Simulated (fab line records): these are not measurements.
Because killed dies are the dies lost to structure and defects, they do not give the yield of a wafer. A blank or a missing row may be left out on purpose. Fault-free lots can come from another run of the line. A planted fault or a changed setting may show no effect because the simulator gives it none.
Comparing a struck lot with a sound one + flow berkeley-cmos170 + 14 steps out of a route of 331
Sound: the wafers L640.3, L640.5, L640.6. The struck wafers were L646.1, L646.2, L646.4. The cause is given at the end.
At each step with rows: each side's tool, then ch and its chambers, then its first start. Under that, the readings that differ: sound wafers + struck wafers + difference of the means + sigmas: that difference in standard deviations of wafers without a fault.
alike: same words and numbers on both sides, and readings whose means sit less than 2 such deviations apart. not compared: any withheld reading, any reading some wafer has no value for, any bound like >300 that may hide the same value, and any number with overlapping values for which the record gives no deviation.
The two part at a step that has a row with sigmas, a row that says differs or no value, or rows on one side only. When numbers do not overlap yet have no deviation, they are printed without sigmas and do not part them. A reading that every wafer of one side lacks parts them only if that side has two wafers or more.

first, 3 steps without rows for these wafers: UCB170_NLDD_EXPOSE_03 (exposes mask NSELECT, target cd 1200 nm); UCB170_NLDD_PEB_04; UCB170_NLDD_DEVELOP_05 (develop time 45 s).
UCB170_NLDD_CD_MEAS_06 targets a cd of 1200 nm.
  sound: cd-sem-02 at day 8 19:52; struck: cd-sem-01 at day 9 20:31
  alike: cd-nm
UCB170_NLDD_OVL_MEAS_07:
  sound: overlay-02 at day 8 19:57; struck: overlay-02 at day 9 20:38
| reading       | sound    | struck | difference | sigmas |
|---------------|----------|--------|------------|--------|
| NLDD_OVL (nm) | -7 -4 -8 | 9 5 6  | +13        | +3     |
then, 2 steps without rows for these wafers: UCB170_NLDD_IMPLANT_08; UCB170_NLDD_IMPLANT_09.
UCB170_NLDD_STRIP_10: strips in O2.
  sound on plasma-asher-01 ch 0,1, day 8 20:19; struck on plasma-asher-03 ch 0,1, day 9 20:59
  alike: drypump-motor-current-A, oes-product-au, strip-time-to-endpoint-s
  not compared: rf-hours-counter-h
UCB170_NLDD_TW_MEAS_11:
  sound: film-metro-02 at day 8 20:27; struck: film-metro-02 at day 9 21:05
  alike: NLDD_TW
then, 1 step without rows for these wafers: UCB170_NLDD_CLEAN_12 (cleans in SPM, time 600 s).
UCB170_SPACER_CVD_00: deposits SiO2 from TEOS/O2, target thk 376 nm, time 47 s.
  sound on pecvd-04 ch 0,1,2, day 8 20:43; struck on pecvd-03 ch 0,1, day 9 21:19
  alike: heater-power-w
UCB170_SPACER_THK_MEAS_01:
  sound: film-metro-04 at day 8 20:47; struck: film-metro-04 at day 9 21:22
  alike: SPACER_TEOS_THK
UCB170_SPACER_ANNEAL_02: time 1800 s.
  sound on furnace-02 ch 0, day 8 23:20; struck on furnace-02, day 10 00:31
  no value came back on the struck wafers for spike-tc-centre-C (C), spike-tc-load-C (C), tube-center-temp-C (C); on the sound wafers spike-tc-centre-C (C) reads 902.5 903.2 903.6
UCB170_SPACER_ETCHBACK_03: etches SiO2 in CHF3/CF4/Ar, stops on Si, target depth 376 nm, time 100 s.
  sound on rie-diel-02 ch 0,3, day 9 00:55; struck on rie-diel-03 ch 0,1,3, day 10 02:01
  alike: CHF3_flow_sccm, drypump-motor-current-A, mfc-ar-sccm, oes-product-au, throttle-valve-pct
  not compared: rf-hours-counter-h

== WHERE THEY PART ==
Earliest at UCB170_NLDD_OVL_MEAS_07; latest, in this record, at UCB170_SPACER_ANNEAL_02. Later steps at which nothing parts them and some readings are alike: UCB170_SPACER_ETCHBACK_03.

WHY: what the simulator had put in
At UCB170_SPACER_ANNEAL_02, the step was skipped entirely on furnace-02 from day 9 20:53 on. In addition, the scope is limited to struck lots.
